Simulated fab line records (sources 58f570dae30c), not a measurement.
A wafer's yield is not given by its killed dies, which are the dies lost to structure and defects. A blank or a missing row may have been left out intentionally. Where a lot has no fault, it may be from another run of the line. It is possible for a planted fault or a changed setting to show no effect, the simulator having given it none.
Chamber matching	flow berkeleyCmos170	UCB170_ACTIVE_ETCH_15 on rieDiel-04: 4 sister chambers
The step etches Si3N4 in CH3F/Ar/O2, stops on SiO2, target depth 242 nm, time 151 s. 14 wafers are shown with their chamber, then 7 later ones without.

WAFERS PAIRED WITH THEIR CHAMBERS
wafer	chamber	drypumpMotorCurrentA (A)	throttleValvePct (%)	oesProductAu (a.u.)
L179.2	3	6.7	8.03	0.941
L179.5	1	5.5	8.03	0.946
L179.6	0	6.3	8.07	0.953
L181.3	1	5.5	8.02	0.932
L181.4	3	6.8	8.03	0.918
L181.5	1	5.5	8.02	0.935
L187.2	0	6.3	8.07	0.954
L187.4	1	5.5	8.02	0.947
L187.6	1	5.5	8.04	0.938
L191.3	1	5.5	8.03	0.940
L191.5	0	6.3	8.06	0.949
L191.6	3	6.7	8.04	0.937
L194.2	2	6.7	8.27	0.961
L194.3	0	6.3	8.07	0.957

SIGNATURES (averages over the wafers above)
reading	chamber 0	chamber 1	chamber 2	chamber 3	scatter within a chamber
drypumpMotorCurrentA	6.300	5.500	6.700	6.733	0.0258
throttleValvePct	8.0675	8.0267	8.2700	8.0333	0.00689
oesProductAu	0.95325	0.93967	0.96100	0.93200	0.00716
Rule: for each reading, subtract the chamber's mean from the wafer's reading, divide by that reading's scatter and square the result; add these up over the readings and take the root, which gives the wafer's distance from the chamber. If the next closest chamber is less than 2 further off than the closest, the wafer can't be placed; otherwise it belongs to the closest. The scatter is the square root of a quotient: the sum, over the shown wafers, of each reading's squared deviation from its chamber's mean, divided by wafers minus chambers.

WAFERS WHOSE CHAMBER IS MISSING
wafer	drypumpMotorCurrentA (A)	throttleValvePct (%)	oesProductAu (a.u.)
L194.4	6.7	8.05	0.936
L195.1	5.5	8.03	0.942
L195.3	6.7	8.28	0.947
L195.6	5.5	8.04	0.931
L198.1	5.5	8.04	0.943
L198.2	6.8	8.28	0.954
L198.5	5.5	8.04	0.938

EACH ONE'S CHAMBER
wafer	from the rows above	in truth
L194.4	3	3
L195.1	1	1
L195.3	2	2
L195.6	1	1
L198.1	1	1
L198.2	2	2
L198.5	1	1
Placed correctly: 7 of 7. From these rows, 0 cannot be placed. 0 placed wrongly.
